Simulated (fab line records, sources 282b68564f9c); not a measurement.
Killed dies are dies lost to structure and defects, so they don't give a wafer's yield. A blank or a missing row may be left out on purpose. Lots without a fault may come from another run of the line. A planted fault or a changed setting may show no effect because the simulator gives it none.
Split-lot experiment | flow rit_cmos | 5 lots, 23 wafers read, on a route of 202 steps

THE SPLIT
At RIT_GATE_CVD_08 (deposits poly-Si from SiH4, target thk 250 nm, time 2220 s), the setting temp_c was moved away from the recipe's 610 C on 15 of the 23 wafers read, by -2.7% to +2.9%. The other wafers ran this setting at the recipe's value.

FROM THE SPLIT TO THE READING: what the file shows between them, 8 steps
- RIT_GATE_THK_MEAS_09
- RIT_GATE_COAT_11: resist thk 850 nm (also split here: spin_rpm)
- RIT_GATE_SOFTBAKE_12: time 60 s
- RIT_GATE_EXPOSE_13: exposes mask M6, target cd 150 nm
- RIT_GATE_PEB_14
- RIT_GATE_DEVELOP_15: develop time 50 s
- RIT_GATE_CD_MEAS_16: target cd 150 nm
- RIT_GATE_HARDBAKE_18: time 60 s

THE READING
oes_product_au, in a.u., at RIT_GATE_ETCH_19 (etches poly-Si in SF6/CHF3/O2, stops on SiO2, time 165 s, target depth 312.5 nm). Fault-free wafers of this fab line usually give 0.851 a.u., standard deviation 0.014 a.u..

wafer  | tool, chamber at the split | temp_c as run, C | against the recipe | oes_product_au, a.u. | against lot-mates on the recipe
L075.2 | -, -                       | 627.4            | +2.9%              | 0.995                | no lot-mate on the recipe
L075.3 | -, -                       | 627.4            | +2.9%              | 0.995                | no lot-mate on the recipe
L075.4 | -, -                       | 627.4            | +2.9%              | 1.038                | no lot-mate on the recipe
L075.5 | -, -                       | 627.4            | +2.9%              | 0.988                | no lot-mate on the recipe
L075.6 | -, -                       | 627.4            | +2.9%              | 0.986                | no lot-mate on the recipe
L076.1 | -, -                       | 593.6            | -2.7%              | 0.660                | no lot-mate on the recipe
L076.2 | -, -                       | 593.6            | -2.7%              | 0.671                | no lot-mate on the recipe
L076.3 | -, -                       | 593.6            | -2.7%              | 0.654                | no lot-mate on the recipe
L076.5 | -, -                       | 593.6            | -2.7%              | 0.651                | no lot-mate on the recipe
L076.6 | -, -                       | 593.6            | -2.7%              | 0.662                | no lot-mate on the recipe
L078.1 | -, -                       | 610              | recipe             | 0.849                | -
L078.2 | -, -                       | 610              | recipe             | 0.845                | -
L078.3 | -, -                       | 610              | recipe             | 0.870                | -
L078.5 | -, -                       | 610              | recipe             | 0.830                | -
L078.6 | -, -                       | 610              | recipe             | 0.857                | -
L083.3 | lpcvd-01, 0                | 610              | recipe             | 0.846                | -
L083.4 | lpcvd-01, 0                | 610              | recipe             | 0.838                | -
L083.5 | lpcvd-01, 0                | 610              | recipe             | 0.855                | -
L085.1 | -, -                       | 597.2            | -2.1%              | 0.692                | no lot-mate on the recipe
L085.2 | -, -                       | 597.2            | -2.1%              | 0.669                | no lot-mate on the recipe
L085.3 | -, -                       | 597.2            | -2.1%              | 0.706                | no lot-mate on the recipe
L085.4 | -, -                       | 597.2            | -2.1%              | 0.688                | no lot-mate on the recipe
L085.6 | -, -                       | 597.2            | -2.1%              | 0.672                | no lot-mate on the recipe

THE FIT
A straight line over all 23 wafers: oes_product_au changes by +0.0633 a.u. for each +1% of temp_c; r = +0.99; the points scatter about the line by 0.02 a.u..
Too few moved wafers have a lot-mate on the recipe to fit a line with each lot's own level taken away.

THE WHOLE CHAIN: every reading that the file lists as answering this split, in the file's order
step                 | what it does                                                                    | reading                                                                        | change (the file's fit)                  | r (the file's)
RIT_GATE_CVD_08      | deposits poly-Si from SiH4, target thk 250 nm, time 2220 s                      | poly-Si_of_GATE_CVD_08.thk_nm (the simulator's own value, which no gauge read) | +37.6 nm for each +1% of the setting     | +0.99
RIT_GATE_THK_MEAS_09 |                                                                                 | GATE_POLY_THK                                                                  | +37.6 for each +1% of the setting        | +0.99
RIT_GATE_ETCH_19     | etches poly-Si in SF6/CHF3/O2, stops on SiO2, time 165 s, target depth 312.5 nm | oes_product_au                                                                 | +0.0633 a.u. for each +1% of the setting | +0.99
RIT_GATE_ETCH_19     | etches poly-Si in SF6/CHF3/O2, stops on SiO2, time 165 s, target depth 312.5 nm | etch.depth_nm (the simulator's own value, which no gauge read)                 | +26 nm for each +1% of the setting       | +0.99
RIT_GATE_ETCH_19     | etches poly-Si in SF6/CHF3/O2, stops on SiO2, time 165 s, target depth 312.5 nm | GATE.feature_depth_nm (the simulator's own value, which no gauge read)         | +26 nm for each +1% of the setting       | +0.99

THE FILE'S OWN FIT
oes_product_au changes by +0.0633 a.u. for each +1% of temp_c, r = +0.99.
